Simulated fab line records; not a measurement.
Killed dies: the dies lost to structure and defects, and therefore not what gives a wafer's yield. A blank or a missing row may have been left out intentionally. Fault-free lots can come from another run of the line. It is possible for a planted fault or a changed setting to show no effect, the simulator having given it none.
Which tool is to blame? -- flow ritCmos -- 14 lots, 42 wafers sampled, at 2 steps of a route of 202

## WHAT THE GAUGES SHOWED, per wafer
RIT_FOX1_THK_MEAS_01. Usual: for FOX1_OXIDE_THK the level is 348 nm and the standard deviation is 7.3.
lot,measured,on,FOX1_OXIDE_THK (nm),flag
L298,day 1 16:50,filmMetro-01,348 357 347,
L299,day 2 00:34,filmMetro-01,344 349 349,
L303,day 2 18:19,filmMetro-01,308 309 307,OFF
L304,day 2 23:01,filmMetro-04,318 317 314,OFF
L310,day 4 05:09,filmMetro-03,347 358 354,
L311,day 4 10:55,filmMetro-01,337 338 333,
L314,day 5 01:28,filmMetro-01,349 346 341,
L315,day 5 07:22,filmMetro-01,361 361 363,
L316,day 5 11:14,filmMetro-01,345 347 347,
L317,day 5 16:21,filmMetro-03,351 354 354,
L318,day 5 21:02,filmMetro-04,347 346 350,
L319,day 6 03:14,filmMetro-03,350 349 350,
L320,day 6 07:03,filmMetro-03,340 337 329,
L321,day 6 14:13,filmMetro-04,340 345 346,

## TOOL THAT RAN EACH LOT (tool first, then ch and the chambers of the sampled wafers, then the start)
lot,RIT_FOX1_OXIDATION_00
L298,"furnace-02 ch 0, day 1 15:31"
L299,"furnace-01 ch 0, day 1 23:14"
L303,"furnace-02 ch 0, day 2 16:59"
L304,"furnace-02 ch 0, day 2 21:41"
L310,"furnace-04 ch 0, day 4 03:50"
L311,"furnace-01 ch 0, day 4 09:35"
L314,"furnace-04 ch 0, day 5 00:08"
L315,"furnace-01 ch 0, day 5 06:03"
L316,"furnace-01 ch 0, day 5 09:55"
L317,"furnace-04 ch 0, day 5 15:02"
L318,"furnace-04 ch 0, day 5 19:43"
L319,"furnace-04 ch 0, day 6 01:56"
L320,"furnace-04 ch 0, day 6 05:44"
L321,"furnace-02 ch 0, day 6 12:53"
- RIT_FOX1_OXIDATION_00: target thk 350.7 nm, ox time 1130 s.

## AS READ BY THE TOOLS THEMSELVES (means over the sampled wafers that have a number; for cases with no such wafer, the mark the record gives instead)
RIT_FOX1_OXIDATION_00. Usual: spikeTcCentreC 1101.8 C, standard deviation 1.5; spikeTcLoadC 1128 C, standard deviation 6.3; spikeTcSourceC 1126.1 C, standard deviation 2; tubeCenterTempC 1100 C, standard deviation 0.099; tube_center_temp_C_max 1102.7, standard deviation 0.37.
lot,tool,spikeTcCentreC (C),spikeTcLoadC (C),spikeTcSourceC (C),tubeCenterTempC (C),tube_center_temp_C_max,flag
L298,furnace-02,1101.0,1124,1129.4,1100,1102.8,
L299,furnace-01,1101.8,1136,1124.7,1100,1102.8,
L303,furnace-02,1083.6,1109,1113.1,1084,1086.9,OFF
L304,furnace-02,1084.4,1109,1112.2,1084,1086.5,OFF
L310,furnace-04,1103.8,1121,1125.9,1100,1102.7,
L311,furnace-01,1100.9,1136,1124.6,1100,1102.8,
L314,furnace-04,1102.9,1121,1126.8,1100,1102.8,
L315,furnace-01,1101.2,1136,1124.1,1100,1102.6,
L316,furnace-01,1101.3,1135,1123.7,1100,1102.9,
L317,furnace-04,1102.1,1122,1126.1,1100,1102.4,
L318,furnace-04,1102.8,1123,1126.5,1100,1102.5,
L319,furnace-04,1102.6,1122,1126.1,1100,1102.6,
L320,furnace-04,1103.0,1123,1126.9,1100,1102.7,
L321,furnace-02,1100.2,1125,1128.8,1100,1102.8,

## THE ANSWER, worked out from the rows above alone
Rule: take the mean of a lot's wafers that have a number; if it is more than 3 standard deviations from the usual mean, the lot is off. Also off: a lot with no number at a reading for which 4 or more lots have one. All remaining lots with rows at the step are treated as sound. After the gauges, taken in route order, come the tools' own readings; for these a lot's mean is taken, as printed above. The first step at which some lot is off is used, and at that step the reading that is off furthest; a lot without a number counts as furthest.
Off: at RIT_FOX1_THK_MEAS_01 (FOX1_OXIDE_THK), L303, L304.
A tool fits if, at a process step before that reading, it ran every lot that is off, and no sound lot after the first of them. The gauges at RIT_FOX1_THK_MEAS_01 aren't tried: what is off there is off at RIT_FOX1_OXIDATION_00 too, on other tools, and a gauge's error can't cause that. Of those tried, none fits.

## WHAT THE SIMULATOR HAD PUT IN
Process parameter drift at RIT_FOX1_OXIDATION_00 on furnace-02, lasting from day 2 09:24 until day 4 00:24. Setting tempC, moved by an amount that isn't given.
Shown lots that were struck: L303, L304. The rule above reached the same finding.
